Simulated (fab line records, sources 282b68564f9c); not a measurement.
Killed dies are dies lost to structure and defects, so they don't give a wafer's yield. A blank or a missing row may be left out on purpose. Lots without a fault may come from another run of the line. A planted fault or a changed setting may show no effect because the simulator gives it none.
Problem report in the 8D (eight disciplines) form, filled by code | flow rit_cmos | the parts of the form that need people (team, actions taken, sign-off) are left out

1. THE PROBLEM
PWELL_TW at RIT_PWELL_TW_MEAS_10 reads a mean of 929 on 6 wafers of 2 lots; wafers without a fault read 956 with a standard deviation of 4.8. That is -5.7 standard deviations from the usual mean.
First seen on wafer L128.3, day 5 16:53, on film_metro-04. The record holds 42 wafers of 14 lots with a number at this step. Rule for "out", or "out of limits": more than 4 standard deviations from the usual mean. The other wafers with a number count as sound.

2. WHAT IT IS AND WHAT IT IS NOT
question                    | is                     | is not
which readings at this step | PWELL_TW               | -
which lots                  | L128, L129             | L111, L115, L116, L118, L119, L120, L123, L124, L127, L130, L132, L134
which wafers of those lots  | all that have a number | -
read on which gauges        | film_metro-04          | film_metro-03
when                        | from day 5 16:53       | up to then (27 sound wafers); but 9 sound wafers of L130, L132, L134 came after

3. SUSPECTS, AND WHAT RULES EACH OUT
Counting: a tool at a process step up to the reading stays a suspect if it ran every lot that is out and no sound lot after the first of them.
- the gauge at RIT_PWELL_TW_MEAS_10: ruled out. All the wafers that are out were read on film_metro-04, but those of them that RIT_PWELL_IMPLANT_08 has rows for are out there too, on other tools.
- implanter-02 at RIT_PWELL_IMPLANT_08: kept. It ran every lot that is out, first L128 (day 5 16:35), and no sound lot after that; its last sound lot up to then is L124 (day 4 17:31). Its own readings are out on those wafers: beam_energy_keV.
Left after counting: implanter-02 at RIT_PWELL_IMPLANT_08.

4. THE CAUSE (what the simulator had put in)
Process parameter drift: implanter-02, from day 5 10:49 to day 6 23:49, at RIT_PWELL_IMPLANT_08. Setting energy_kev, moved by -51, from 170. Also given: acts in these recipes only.
Counting left only this tool.

5. THE CHAIN OF EFFECTS, in route order
Each row: a reading whose mean over the struck wafers that have a number lies more than 3 standard deviations from the usual. Only readings for which the record gives a usual standard deviation are gone through. hours: the time from each lot's start at the first step in this table that gives one to its start at this step, as a median over the lots. sigmas: the change in usual standard deviations.
hours | step                     | reading         | usual        | on struck wafers | change | sigmas
0     | RIT_PWELL_IMPLANT_08     | beam_energy_keV | 169.99       | 119.00           | -50.99 | -99 or more
0     | RIT_PWELL_TW_MEAS_10     | PWELL_TW        | 956          | 929              | -27    | -5.7
6     | RIT_WELLDRIVE_RS_MEAS_02 | PWELL_RS        | 429.7 ohm/sq | 442.8            | +13.1  | +14
The process steps in it:
- RIT_PWELL_IMPLANT_08
Later measuring or inspecting steps at which every struck wafer that the step has a row for has a number for every such reading, and none has moved that far: RIT_PSD_OVL_MEAS_06.

6. WHAT WOULD HAVE CAUGHT IT SOONER
In this record the first reading out of limits at a measuring or inspecting step was taken at day 5 16:53, 6 hours after the fault began at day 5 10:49.
The tool's own readings at RIT_PWELL_IMPLANT_08 were out on every struck wafer that the step has a row for (beam_energy_keV): an alarm limit on them would have fired on the first of those.
Of the lots that are out (2), L129 began RIT_PWELL_IMPLANT_08 on implanter-02 after day 5 16:53. A hold on the tool at that time would have spared it.
